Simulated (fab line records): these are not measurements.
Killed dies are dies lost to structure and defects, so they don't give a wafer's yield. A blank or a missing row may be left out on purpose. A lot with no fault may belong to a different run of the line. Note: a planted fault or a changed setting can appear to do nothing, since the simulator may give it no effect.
Split-lot study | flow berkeley-cmos170 | 23 wafers read across 5 lots, on a route 331 steps long

== THE SPLIT ITSELF ==
At UCB170_FIELD_OXIDATION_01 (target thk 558.3 nm, ox time 7200 s), the setting temp-c was moved away from the recipe's 1000 C on 15 of the 23 wafers read, by -1.8% to +2.1%. This setting was run at the recipe's value on the other wafers.

== FROM THE SPLIT TO THE READING: what the file shows between them, 8 steps ==
- UCB170_FIELD_THK_MEAS_02
- UCB170_FIELD_ANNEAL_03: time 1200 s
- UCB170_FIELD_WET_ETCH_04: etches SiO2 in dHF, time 60 s
- UCB170_FIELD_WET_ETCH_05: etches Si3N4 in H3PO4, time 12600 s
- UCB170_FIELD_WET_ETCH_06: etches SiO2 in BOE, time 22 s
- UCB170_FIELD_THK_MEAS_90
- UCB170_PVT_STRIP_08: strips in O2 (also split here: o2-flow-sccm)
- UCB170_GATE_WET_ETCH_00: etches SiO2 in dHF, time 200 s

== THE READING ==
FIELD_OXIDE_LEFT_2_THK at UCB170_FIELD_THK_MEAS_91, in nm. Typical for fault-free wafers on this fab line: 356 nm, with standard deviation 7.7 nm.

wafer  | tool, chamber at the split | temp-c as run, C | against the recipe | FIELD_OXIDE_LEFT_2_THK, nm | against lot-mates on the recipe
L074.1 | -, -                       | 1021             | +2.1%              | 432                        | no lot-mate on the recipe
L074.2 | -, -                       | 1021             | +2.1%              | 422                        | no lot-mate on the recipe
L074.4 | -, -                       | 1021             | +2.1%              | 425                        | no lot-mate on the recipe
L074.5 | -, -                       | 1021             | +2.1%              | 425                        | no lot-mate on the recipe
L074.6 | -, -                       | 1021             | +2.1%              | 422                        | no lot-mate on the recipe
L075.2 | -, -                       | 1020             | +2.0%              | 413                        | no lot-mate on the recipe
L075.3 | -, -                       | 1020             | +2.0%              | 417                        | no lot-mate on the recipe
L075.4 | -, -                       | 1020             | +2.0%              | 410                        | no lot-mate on the recipe
L075.5 | -, -                       | 1020             | +2.0%              | 424                        | no lot-mate on the recipe
L075.6 | -, -                       | 1020             | +2.0%              | 416                        | no lot-mate on the recipe
L077.1 | -, -                       | 1000             | recipe             | 360                        | -
L077.2 | -, -                       | 1000             | recipe             | 356                        | -
L077.3 | -, -                       | 1000             | recipe             | 352                        | -
L077.4 | -, -                       | 1000             | recipe             | 356                        | -
L077.6 | -, -                       | 1000             | recipe             | 362                        | -
L078.1 | -, -                       | 982.1            | -1.8%              | 305                        | no lot-mate on the recipe
L078.2 | -, -                       | 982.1            | -1.8%              | 298                        | no lot-mate on the recipe
L078.3 | -, -                       | 982.1            | -1.8%              | 292                        | no lot-mate on the recipe
L078.4 | -, -                       | 982.1            | -1.8%              | 306                        | no lot-mate on the recipe
L078.6 | -, -                       | 982.1            | -1.8%              | 296                        | no lot-mate on the recipe
L079.2 | furnace-04, 0              | 1000             | recipe             | 349                        | -
L079.4 | furnace-04, 0              | 1000             | recipe             | 354                        | -
L079.5 | furnace-04, 0              | 1000             | recipe             | 347                        | -

FIT RESULTS
A straight line over all 23 wafers: FIELD_OXIDE_LEFT_2_THK changes by +31.7 nm for each +1% of temp-c; r = +0.99; the points scatter about the line by 5.4 nm.
Too few moved wafers have a lot-mate on the recipe to fit a line with each lot's own level taken away.

== THE WHOLE CHAIN: every reading that the file lists as answering this split, in the file's order ==
step                      | what it does                        | reading                                                                            | change (the file's fit)              | r (the file's)
UCB170_FIELD_OXIDATION_01 | target thk 558.3 nm, ox time 7200 s | SiO2_of_FIELD_OXIDATION_01.thk-nm (the simulator's own value, which no gauge read) | +31.9 nm for each +1% of the setting | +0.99
UCB170_FIELD_THK_MEAS_02  |                                     | FIELD_OXIDE_THK                                                                    | +31.9 for each +1% of the setting    | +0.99
UCB170_FIELD_THK_MEAS_90  |                                     | FIELD_OXIDE_LEFT_1_THK                                                             | +31.7 for each +1% of the setting    | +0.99
UCB170_FIELD_THK_MEAS_91  |                                     | FIELD_OXIDE_LEFT_2_THK                                                             | +31.7 for each +1% of the setting    | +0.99

== THE FILE'S OWN FIT ==
FIELD_OXIDE_LEFT_2_THK changes by +31.7 nm for each +1% of temp-c, r = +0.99.
